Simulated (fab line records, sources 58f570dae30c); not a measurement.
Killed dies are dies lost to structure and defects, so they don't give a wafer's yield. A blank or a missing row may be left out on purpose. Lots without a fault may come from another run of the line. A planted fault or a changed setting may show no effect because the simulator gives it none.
Problem report in the 8D (eight disciplines) form, filled by code | flow berkeley_cmos170 | the parts of the form that need people (team, actions taken, sign-off) are left out

1. THE PROBLEM
SILICIDE_TI_RS at UCB170_SILICIDE_RS_MEAS_02 reads a mean of 23.1 ohm/sq on 1 wafer of 1 lot; wafers without a fault read 26.4 ohm/sq with a standard deviation of 0.39. That is -8.5 standard deviations from the usual mean.
The step: measures by four-point-probe.
First seen on wafer L319.3, day 8 13:48, on film_metro-01. The record holds 30 wafers of 10 lots with a number at this step. Rule for "out", or "out of limits": more than 4 standard deviations from the usual mean. The other wafers with a number count as sound.

2. WHAT IT IS AND WHAT IT IS NOT
question                    | is               | is not
which readings at this step | SILICIDE_TI_RS   | -
which lots                  | L319             | L311, L312, L313, L326, L327, L329, L330, L332, L334
which wafers of those lots  | L319.3           | L319.4, L319.5
read on which gauges        | film_metro-01    | film_metro-03, film_metro-04
when                        | from day 8 13:48 | up to then (11 sound wafers); but 18 sound wafers of L326, L327, L329, L330, L332, L334 came after

3. SUSPECTS, AND WHAT RULES EACH OUT
Counting: a tool at a process step up to the reading stays a suspect if it ran every lot that is out. Sound lots after the first of them don't rule it out here, since some wafers of a struck lot are sound.
- the gauge at UCB170_SILICIDE_RS_MEAS_02: kept. All the wafers that are out were read on film_metro-01, and no step on other tools shows them out.
- plasma_asher-04 at UCB170_NWELL_STRIP_15 (strips in O2): kept. It ran the lot that is out, L319 (day 4 02:35); its last sound lot up to then is L312 (day 2 06:16).
- pvd_sputter-02 at UCB170_SILICIDE_SPUTTER_01 (material Ti, target thk 30 nm, time 25 s): kept. It ran the lot that is out, L319 (day 8 13:44); its last sound lot up to then is L311 (day 6 13:01).
Left after counting: plasma_asher-04 at UCB170_NWELL_STRIP_15, pvd_sputter-02 at UCB170_SILICIDE_SPUTTER_01, film_metro-01 at UCB170_SILICIDE_RS_MEAS_02.

4. THE CAUSE (what the simulator had put in)
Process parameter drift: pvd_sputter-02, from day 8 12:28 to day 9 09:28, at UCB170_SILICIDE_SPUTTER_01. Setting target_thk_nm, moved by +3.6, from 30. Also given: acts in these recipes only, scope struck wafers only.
Counting left 3 suspects, and this tool is among them.

5. THE CHAIN OF EFFECTS, in route order
Each row: a reading whose mean over the struck wafers that have a number lies more than 3 standard deviations from the usual. Only readings for which the record gives a usual standard deviation are gone through. hours: the time from each lot's start at the first step in this table that gives one to its start at this step, as a median over the lots. sigmas: the change in usual standard deviations.
hours | step                        | reading         | usual       | on struck wafers | change | sigmas
0     | UCB170_SILICIDE_RS_MEAS_02  | SILICIDE_TI_RS  | 26.4 ohm/sq | 23.1             | -3.3   | -8.5
0     | UCB170_SILICIDE_THK_MEAS_03 | SILICIDE_TI_THK | 29.8 nm     | 33.3             | +3.5   | +8.3

6. WHAT WOULD HAVE CAUGHT IT SOONER
In this record the first reading out of limits at a measuring or inspecting step was taken at day 8 13:48, 1 hour after the fault began at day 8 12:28.
Of the tool readings at UCB170_SILICIDE_SPUTTER_01 for which the record gives a usual standard deviation, none was out on any struck wafer, so an alarm limit of 4 standard deviations on them would not have fired.
All the lots that are out (1) had begun UCB170_SILICIDE_SPUTTER_01 on pvd_sputter-02 by day 8 13:48. A hold on the tool at that time would have spared none of them.
